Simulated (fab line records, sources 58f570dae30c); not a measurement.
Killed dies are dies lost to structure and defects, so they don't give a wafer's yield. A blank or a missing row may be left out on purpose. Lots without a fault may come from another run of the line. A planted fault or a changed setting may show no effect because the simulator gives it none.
Which tool did it? | flow berkeley_cmos170 | 7 lots, 21 wafers sampled, at 2 steps of a route of 331

WHAT THE GAUGES READ, wafer by wafer
UCB170_SDANNEAL_RS_MEAS_05: measures by four-point-probe.
lot  | measured     | on            | NLDD_RS (ohm/sq)
L536 | day 7 09:55  | film_metro-02 | 617.7 618.8 617.6
L541 | day 8 05:03  | film_metro-02 | 617.3 616.4 615.4
L538 | day 8 05:32  | film_metro-02 | 619.2 619.2 619.8
L542 | day 8 18:28  | film_metro-03 | 613.5 613.9 615.4
L549 | day 10 06:20 | film_metro-04 | 641.8 643.1 641.7
L554 | day 10 08:37 | film_metro-03 | 615.0 614.6 616.3
L558 | day 11 21:11 | film_metro-02 | 618.0 618.2 616.1

WHICH TOOL RAN EACH LOT (tool, then ch and the chambers of the sampled wafers, then the start)
lot  | UCB170_NLDD_IMPLANT_09
L536 | implanter-03 ch 0, day 6 21:31
L541 | implanter-03 ch 0, day 7 13:47
L538 | implanter-01 ch 0, day 7 14:23
L542 | implanter-03 ch 0, day 8 06:30
L549 | implanter-01 ch 0, day 9 19:27
L554 | implanter-03 ch 0, day 9 22:29
L558 | implanter-03 ch 0, day 11 10:07
- UCB170_NLDD_IMPLANT_09

THE ANSWER, worked out from the rows above alone
Rule: what is usual is taken from the lots themselves. Put in order of their means at a reading, lots are off if they are a third of the lots or fewer, leave a main group of 4 or more, and stand apart from it by a gap of 3 or more times the standard deviation of the main group's means; of several such gaps the widest counts. A main group whose means are all the same, to the digits that the tables above print for the reading, isn't used. A lot without any number at a reading at which 4 lots or more have one is off too. The other lots that the step has rows for count as sound.
Off: L549, at UCB170_SDANNEAL_RS_MEAS_05 (NLDD_RS). The main group: mean 616.8 ohm/sq, standard deviation 1.7.
A tool fits if, at a process step before that reading, it ran every lot that is off, and no sound lot after the first of them. The gauges at UCB170_SDANNEAL_RS_MEAS_05 are tried like those tools. Can't be told from this: 2 tools fit, implanter-01 at UCB170_NLDD_IMPLANT_09, film_metro-04 at UCB170_SDANNEAL_RS_MEAS_05.

WHAT THE SIMULATOR HAD PUT IN
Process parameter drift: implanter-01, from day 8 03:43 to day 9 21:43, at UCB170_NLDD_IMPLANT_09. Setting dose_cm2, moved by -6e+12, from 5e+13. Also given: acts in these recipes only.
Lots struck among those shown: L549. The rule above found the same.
